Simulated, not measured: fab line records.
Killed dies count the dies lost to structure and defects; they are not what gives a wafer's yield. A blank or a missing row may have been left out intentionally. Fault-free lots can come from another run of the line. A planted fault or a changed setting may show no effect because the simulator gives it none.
Code-filled problem report in 8D (eight disciplines) form | flow ritCmos | the parts of the form that need people (team, actions taken, sign-off) are left out

## 1. THE ISSUE
Wafers with no fault read 268.3 s with a standard deviation of 0.45, whereas runLengthS at RIT_SPACER_ETCHBACK_05 reads a mean of 280.3 s on 1 wafer of 1 lot. That puts it +27 standard deviations away from the usual mean.
The step: etches Si3N4 in SF6/CHF3, stops on SiO2, target depth 250 nm, time 240 s.
First observed at day 4 23:59: wafer L643.3, on rieDiel-01. At this step, 39 wafers from 13 lots have a number in the record. Rule for "out", or "out of limits": more than 4 standard deviations from the usual mean. The other wafers with a number count as sound.

## 2. WHAT IT IS, WHAT IT ISN'T
question                    | is               | is not
which readings at this step | runLengthS       | drypumpMotorCurrentA, throttleValvePct
which lots                  | L643             | L634, L635, L636, L637, L646, L647, L651, L652, L653, L654, L655, L657
which wafers of those lots  | L643.3           | L643.4, L643.6
read on which tools         | rieDiel-01       | rieDiel-02, rieDiel-03
when                        | from day 4 23:59 | up to then (14 sound wafers); but 24 sound wafers of L646, L647, L651, L652, L653, L654, L655, L657 came after

## 3. WHAT RULES OUT EACH SUSPECT
Counting: if a tool at a process step up to the reading ran every lot that is out, it stays a suspect. Sound lots after the first of them don't rule it out here, since some wafers of a struck lot are sound.
- rieDiel-01 at RIT_SPACER_ETCHBACK_05 (etches Si3N4 in SF6/CHF3, stops on SiO2, target depth 250 nm, time 240 s): kept. L643, the lot that is out, went through it at day 4 23:59; up to then, the latest sound lot through it was L637 at day 3 17:10. Its own runLengthS readings are out on those wafers.
- The sound lot-mates ran in chamber 2 of rieDiel-01 at RIT_SPACER_ETCHBACK_05, but the wafers that are out ran in chamber 0.
The count leaves rieDiel-01 at RIT_SPACER_ETCHBACK_05.

## 4. THE CAUSE (what the simulator had put in)
rieDiel-01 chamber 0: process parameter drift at RIT_SPACER_ETCHBACK_05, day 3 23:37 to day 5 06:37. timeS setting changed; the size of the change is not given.
Only this tool survived the counting.

## 5. SEQUENCE OF EFFECTS, ordered by route
Each row: a reading where the mean over the struck wafers with a number is more than 3 standard deviations away from the usual. Readings are gone through only where the record gives a usual standard deviation; hours: the median, over the lots, of the time from a lot's start at the first step in this table giving one to that lot's start at this step; sigmas: the change measured in usual standard deviations.
hours | step                   | reading    | usual   | on struck wafers | change | sigmas
0     | RIT_SPACER_ETCHBACK_05 | runLengthS | 268.3 s | 280.3            | +12.0  | +27
Process steps it contains:
- RIT_SPACER_ETCHBACK_05: etches Si3N4 in SF6/CHF3, stops on SiO2, target depth 250 nm, time 240 s.

## 6. WHAT WOULD HAVE CAUGHT IT SOONER
In this record the first reading out of limits was taken at day 4 23:59, 24 hours after the fault began at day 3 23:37.
